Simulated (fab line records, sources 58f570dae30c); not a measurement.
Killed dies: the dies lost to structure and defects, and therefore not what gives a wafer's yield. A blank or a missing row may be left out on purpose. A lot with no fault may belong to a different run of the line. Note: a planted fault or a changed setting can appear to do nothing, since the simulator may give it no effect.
Split-lot study | flow berkeley_cmos170 | 23 wafers read across 5 lots, on a route 331 steps long

## SPLIT DETAILS
At UCB170_BACKSIDE_COAT_01 (resist thk 900 nm), the setting spin_rpm was moved away from the recipe's 1500 rpm on 9 of the 23 wafers read, by -7.1% to +6.9%. All remaining wafers had this setting at the recipe value.

The reading comes from the split's own step.

## THE READING
KrF_of_BACKSIDE_COAT_01.thk_nm (the simulator's own value, which no gauge read), in nm, at UCB170_BACKSIDE_COAT_01 (resist thk 900 nm). The file does not state a usual value for it. Average 901.3 nm, standard deviation 2.7 nm, over the 14 wafers here run with the recipe.

wafer  | tool, chamber at the split | spin_rpm as run, rpm | against the recipe | KrF_of_BACKSIDE_COAT_01.thk_nm, nm | against lot-mates on the recipe
L078.1 | litho_track-04, 0          | 1500                 | recipe             | 904.8                              | -
L078.2 | litho_track-04, 0          | 1500                 | recipe             | 903                                | -
L078.4 | litho_track-04, 0          | 1500                 | recipe             | 899.5                              | -
L078.5 | litho_track-04, 0          | 1393                 | -7.1%              | 935.9                              | +33.5
L078.6 | litho_track-04, 0          | 1393                 | -7.1%              | 938.1                              | +35.7
L080.1 | litho_track-03, 0          | 1560                 | +4.0%              | 882                                | -16.2
L080.2 | litho_track-03, 0          | 1500                 | recipe             | 899                                | -
L080.4 | litho_track-03, 0          | 1500                 | recipe             | 897.5                              | -
L080.5 | litho_track-03, 0          | 1560                 | +4.0%              | 881.2                              | -17.0
L080.6 | litho_track-03, 0          | 1560                 | +4.0%              | 880.9                              | -17.4
L082.1 | litho_track-03, 0          | 1604                 | +6.9%              | 873.7                              | -30.5
L082.2 | litho_track-03, 0          | 1500                 | recipe             | 903                                | -
L082.3 | litho_track-03, 0          | 1604                 | +6.9%              | 872.8                              | -31.4
L082.4 | litho_track-03, 0          | 1500                 | recipe             | 905.8                              | -
L082.6 | litho_track-03, 0          | 1500                 | recipe             | 903.8                              | -
L083.1 | litho_track-02, 0          | 1465                 | -2.3%              | 908.4                              | +9.7
L083.2 | litho_track-02, 0          | 1500                 | recipe             | 898.6                              | -
L083.3 | litho_track-02, 0          | 1465                 | -2.3%              | 907.9                              | +9.2
L083.4 | litho_track-02, 0          | 1500                 | recipe             | 900.5                              | -
L083.5 | litho_track-02, 0          | 1500                 | recipe             | 897                                | -
L085.1 | litho_track-03, 0          | 1500                 | recipe             | 903.5                              | -
L085.3 | litho_track-03, 0          | 1500                 | recipe             | 902.7                              | -
L085.5 | litho_track-03, 0          | 1500                 | recipe             | 900                                | -

THE FIT
A straight line over all 23 wafers: KrF_of_BACKSIDE_COAT_01.thk_nm changes by -4.56 nm for each +1% of spin_rpm; r = -0.98; the points scatter about the line by 3 nm.
The same after taking each lot's own level away (the mean of its wafers on the recipe; 23 wafers): -4.56 nm for each +1%; r = -1.00; scatter 1.6 nm.
According to that fit, moving spin_rpm by its largest amount changes the reading by 33 nm.
The span of the lots' own levels, 898.25 to 904.20 nm, comes to 2.2 times the standard deviation stated above.
The two slopes agree, so the slope changes little with the lot-to-lot level.
Check: +32.6 nm against its lot-mates is what the line predicts for one of the wafers moved furthest among these (-7.1%) when that wafer is left out of the fit. Against them it came out at +33.5 nm.

## THESE WAFERS: OTHER SPLITS
Other splits were also applied to these wafers ahead of the reading. Each is held against what the fit with the lots' levels taken away leaves over:
other split on the same wafers | wafers away from the commonest value | r with KrF_of_BACKSIDE_COAT_01.thk_nm (lot level and that fit taken away)
UCB170_PLDD_EXPOSE_03 dose_mj  | 10                                   | +0.08
UCB170_NSD_IMPLANT_08 dose_cm2 | 10                                   | +0.38

## THE WHOLE CHAIN: every reading that the file lists as answering this split, in the file's order
step                     | what it does      | reading                                                                         | change (the file's fit)              | r (the file's)
UCB170_BACKSIDE_COAT_01  | resist thk 900 nm | KrF_of_BACKSIDE_COAT_01.thk_nm (the simulator's own value, which no gauge read) | -4.58 nm for each +1% of the setting | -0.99
UCB170_BACKSIDE_STRIP_03 | strips in O2      | strip_time_to_endpoint_s                                                        | withheld for each +1% of the setting | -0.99

## THE FILE'S OWN FIT
KrF_of_BACKSIDE_COAT_01.thk_nm changes by -4.58 nm for each +1% of spin_rpm, r = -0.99.
